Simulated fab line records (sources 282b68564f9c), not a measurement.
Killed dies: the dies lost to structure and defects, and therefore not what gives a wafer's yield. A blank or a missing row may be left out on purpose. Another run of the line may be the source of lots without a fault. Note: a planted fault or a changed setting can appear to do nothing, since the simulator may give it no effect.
Problem report, 8D (eight disciplines) form, completed by code ; flow ritCmos ; the parts of the form that need people (team, actions taken, sign-off) are left out

== 1. WHAT WENT WRONG ==
tiltDeg at RIT_NWELL_IMPLANT_08 reads a mean of 5.961 degrees on 6 wafers of 2 lots; wafers without a fault read 6.999 degrees with a standard deviation of 0.02. That puts it -52 standard deviations away from the usual mean.
First observed at day 4 16:24: wafer L319.2, on implanter-03. The record has a number at this step for 18 wafers belonging to 6 lots. Rule for "out" (also "out of limits"): further than 4 standard deviations from the usual mean. The other wafers with a number count as sound.

== 2. WHAT IT IS, WHAT IT ISN'T ==
question;is;is not
which readings at this step;tiltDeg;beamEnergyKeV
which lots;L319, L324;L306, L314, L327, L328
which wafers of those lots;all that have a number;-
read on which tools;implanter-03;implanter-01, implanter-02
when;from day 4 16:24;"up to then (6 sound wafers); but 6 sound wafers of L327, L328 came after"

== 3. SUSPECTS, AND WHAT RULES EACH OUT ==
Counting: a tool at a process step up to the reading stays a suspect if it ran every lot that is out and no sound lot after the first of them.
- implanter-03 at RIT_NWELL_IMPLANT_08: kept. It processed each lot that is out, first L319 at day 4 16:24, and no sound lot thereafter; up to then, the last sound lot it processed was L306 at day 1 21:02. On those wafers its own readings are out: tiltDeg.
After counting, what remains is implanter-03 at RIT_NWELL_IMPLANT_08.

== 4. THE CAUSE (what the simulator had put in) ==
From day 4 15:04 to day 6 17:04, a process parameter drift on implanter-03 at RIT_NWELL_IMPLANT_08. Setting tiltDeg, moved by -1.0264, from 7. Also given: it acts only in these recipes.
This tool alone remained once counting was done.

== 5. SEQUENCE OF EFFECTS, ordered by route ==
Rows list readings where the struck wafers' mean (over those with a number) sits beyond 3 standard deviations from the usual. Scope: only readings with a usual standard deviation given in the record; hours: median across lots of the time from each lot's start at the first step in this table that gives one to its start at this step; sigmas: change in usual standard deviations.
hours;step;reading;usual;on struck wafers;change;sigmas
0;RIT_NWELL_IMPLANT_08;tiltDeg;6.999 degrees;5.961;-1.038;-52
The process steps in it:
- RIT_NWELL_IMPLANT_08

== 6. WHAT WOULD HAVE CAUGHT IT SOONER ==
In this record the first reading out of limits was taken at day 4 16:24, 1 hour after the fault began at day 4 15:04.
